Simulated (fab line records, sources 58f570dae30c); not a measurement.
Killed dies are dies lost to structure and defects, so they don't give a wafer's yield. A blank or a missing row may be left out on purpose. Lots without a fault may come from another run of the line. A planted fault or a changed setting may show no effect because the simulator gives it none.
fab line records | flow berkeley_cmos170
record lots=6 wafers=18 last_day=16
route steps=331 shown NVT@108 PVT@115
lots that met no fault: from a run of the same line without faults
start_h: hours from the record's first day to the start of the lot's first wafer shown | wait_h: hours since the lot's step before | " the same as in the row above | L1.1+2: a row that stands for several wafers | - no value, or no start given | * or withheld: withheld | < > ~ a bound
route shown NAME@n: a module of which the file shows steps, and the number in the route of the first | usual: mean/standard deviation of fault-free wafers | same: alike in all rows | chamber/n: place in a boat | sites: the reading at each site | _std_site: their standard deviation | _edge_site: outer sites' mean less inner sites' | radius_mm: how far each site lies from the wafer's centre | mask NAME#n: copy n | behind: the tool/chamber that last shaped the wafer | hold: why the lot was held/for how many hours/how that ended | device: the transistor (n, p or np) that didn't switch | end of line: the same wafers' tests at the end of the route | a step without rows: its recipe alone | killed: dies lost to structure and defects at the first sort, not the wafer's yield | map: a wafer's dies, x killed, . not, _ none there
set.NAME: the setting as run; set.NAME@STEP: as run at that earlier step | model.NAME: the simulator's own value behind a step, which no gauge read
lots at some steps of the route; a table a step, a row a wafer
## steps
# step UCB170_NVT_PEB_04
# recipe peb_temp_c=130 peb_time_s=withheld resist=KrF
# step UCB170_NVT_DEVELOP_05
# recipe developer=TMAH develop_time_s=45 resist=KrF dev_temp_c=21
# step UCB170_NVT_OVL_MEAS_06
# usual NVT_OVL=-3/5.2
# columns lot.wafer tool chamber start_h wait_h NVT_OVL[nm]
L137.1 overlay-02 - 176.48 - 1
L137.2 " - " " -6
L137.5 " - " " -7
L143.1 overlay-01 - 198.34 - 9
L143.3 " - " " -1
L143.5 " - " " 2
L142.3 overlay-01 - 198.60 - -2
L142.5 " - " " 0
L142.6 " - " " -10
L144.1 overlay-01 - 204.87 - -7
L144.5 " - " " -7
L144.6 " - " " -5
L148.3 overlay-01 - 225.50 - -2
L148.4 " - " " 2
L148.5 " - " " 0
L147.3 overlay-02 - 225.89 - 0
L147.4 " - " " 4
L147.6 " - " " 3
# step UCB170_NVT_IMPLANT_07
# recipe species=BF2 dose_cm2=3.073e+12 energy_kev=50 tilt_deg=7
# step UCB170_NVT_STRIP_08
# recipe chemistry=O2 power_w=400 pressure_mtorr=3500 platen_temp_c=withheld o2_flow_sccm=400 overash_fraction=0.5
# usual drypump_motor_current_A=5.9/0.52 oes_product_au=0.735/0.0047 strip_time_to_endpoint_s=21.62/0.062
# columns lot.wafer tool chamber start_h wait_h drypump_motor_current_A oes_product_au rf_hours_counter_h strip_time_to_endpoint_s
L137.1 plasma_asher-02 1 176.67 0.1 5.1 0.733 47 21.59
L137.2 " 0 " " 6.2 0.740 47 21.57
L137.5 " 0 " " 6.2 0.735 - 21.55
L143.1 plasma_asher-01 0 198.53 0.1 6.5 0.733 8 21.55
L143.3 " 1 " " 6.1 0.740 - 21.60
L143.5 " 0 " " 6.5 0.734 - 21.50
L142.3 plasma_asher-02 0 198.80 0.1 6.2 0.734 - 21.70
L142.5 " 1 " " 5.1 0.736 - 21.72
L142.6 " 0 " " 6.2 0.731 - 21.68
L144.1 plasma_asher-02 0 205.06 0.1 6.3 0.733 51 21.58
L144.5 " 1 " " 5.1 0.728 - 21.62
L144.6 " 0 " " 6.3 0.742 - 21.62
L148.3 plasma_asher-04 0 225.71 0.1 6.1 0.734 - 21.68
L148.4 " 1 " " 5.3 0.731 - 21.75
L148.5 " 0 " " 6.1 0.730 - 21.69
L147.3 plasma_asher-01 0 226.09 0.1 6.5 0.739 - 21.67
L147.4 " 1 " " 6.1 0.737 - 21.66
L147.6 " 0 " " 6.5 0.731 - 21.61
# step UCB170_NVT_TW_MEAS_09
# usual NVT_TW=525.0/2.6
# columns lot.wafer tool chamber start_h wait_h NVT_TW
L137.1 film_metro-01 - 176.77 0.1 520.2
L137.2 " - " " 521.0
L137.5 " - " " 520.9
L143.1 film_metro-03 - 198.63 0.1 527.9
L143.3 " - " " 527.4
L143.5 " - " " 526.9
L142.3 film_metro-01 - 198.89 0.1 525.4
L142.5 " - " " 522.7
L142.6 " - " " 526.6
L144.1 film_metro-01 - 205.16 0.1 522.5
L144.5 " - " " 526.2
L144.6 " - " " 523.3
L148.3 film_metro-02 - 225.79 0.1 524.9
L148.4 " - " " 524.8
L148.5 " - " " 525.2
L147.3 film_metro-02 - 226.18 0.1 526.7
L147.4 " - " " 526.4
L147.6 " - " " 523.7
# step UCB170_NVT_CLEAN_10
# recipe chemistry=SPM temp_c=120 time_s=600
# step UCB170_PVT_HMDS_00
# recipe prime_time_s=60 prime_temp_c=100
# step UCB170_PVT_COAT_01
# recipe resist=KrF spin_rpm=1500 resist_thk_nm=900
# step UCB170_PVT_SOFTBAKE_02
# recipe resist=KrF temp_c=130 time_s=60
# step UCB170_PVT_EXPOSE_03
# recipe mask_id=NWELL target_cd_nm=3000 na=0.5 sigma_outer=0.6 source_shape=conventional dose_mj=30
# step UCB170_PVT_PEB_04
# recipe peb_temp_c=130 peb_time_s=withheld resist=KrF
# step UCB170_PVT_DEVELOP_05
# recipe developer=TMAH develop_time_s=45 resist=KrF dev_temp_c=21
# usual chill_plate_temp_C=23.02/0.11 develop_time_s=45/0
# columns lot.wafer tool chamber start_h wait_h chill_plate_temp_C develop_time_s model.KrF_of_PVT_COAT_01.thk_nm
L137.1 litho_track-02 0 178 - 23.04 45 887.8
L137.2 " 0 " " 22.85 45 887.2
L137.5 " 0 " " 23.06 45 890.1
L143.1 litho_track-02 - 201 - - - 898.6
L143.3 " - " " - - 899.4
L143.5 " - " " - - 900.4
L142.3 litho_track-04 0 201 - 23.02 45 885.2
L142.5 " 0 " " 23.04 45 884
L142.6 " 0 " " 22.99 45 883.8
L144.1 litho_track-04 - 206 - - - 904.3
L144.5 " - " " - - 902
L144.6 " - " " - - 901.4
L148.3 litho_track-02 0 228 - 23.02 45 884
L148.4 " 0 " " 23.13 45 885.7
L148.5 " 0 " " 23.05 45 884.3
L147.3 litho_track-03 0 228 - 22.89 45 885.8
L147.4 " 0 " " 23.00 45 886.9
L147.6 " 0 " " 23.15 45 887.5
# step UCB170_PVT_OVL_MEAS_06
# usual PVT_OVL=-5/5.3
# columns lot.wafer tool chamber start_h wait_h PVT_OVL[nm]
L137.1 overlay-01 - 178.75 - -9
L137.2 " - " " -8
L137.5 " - " " -18
L142.3 overlay-01 - 201.42 - -4
L142.5 " - " " -3
L142.6 " - " " -2
L143.1 overlay-01 - 201.44 - -
L143.3 " - " " -
L143.5 " - " " -
L144.1 overlay-01 - 206.86 - -
L144.5 " - " " -
L144.6 " - " " -
L148.3 overlay-02 - 228.34 - -5
L148.4 " - " " -4
L148.5 " - " " -9
L147.3 overlay-01 - 228.95 - -7
L147.4 " - " " -3
L147.6 " - " " -10
## key
first_sign step=UCB170_PVT_DEVELOP_05 reading=tool_record direction=missing
effect none on later readings
model_effect step=UCB170_PVT_DEVELOP_05 value=KrF_of_PVT_COAT_01.thk_nm without=886.8 struck=901
met_at UCB170_PVT_DEVELOP_05
struck_wafers L143.1,L143.3,L143.5,L144.1,L144.5,L144.6
sort_left_out L143.1,L143.3,L143.5,L144.1,L144.5,L144.6
tester_left_out L143,L144
fault kind=skipped_step_whole tool=litho_track-02,litho_track-04 chamber=- onset_h=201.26 steps=UCB170_PVT_DEVELOP_05 scope=struck_lots_only
# tester_left_out: of these lots the tester's yield and bins aren't shown, on N5 and GAA mostly nor the transistor test; their killed dies are dies lost to structure and defects alone, not to doping, threshold or leakage, so they don't give the yield
# sort_left_out: the simulated sort isn't trusted on such a fault, so these wafers' sort isn't shown, and their yield isn't known
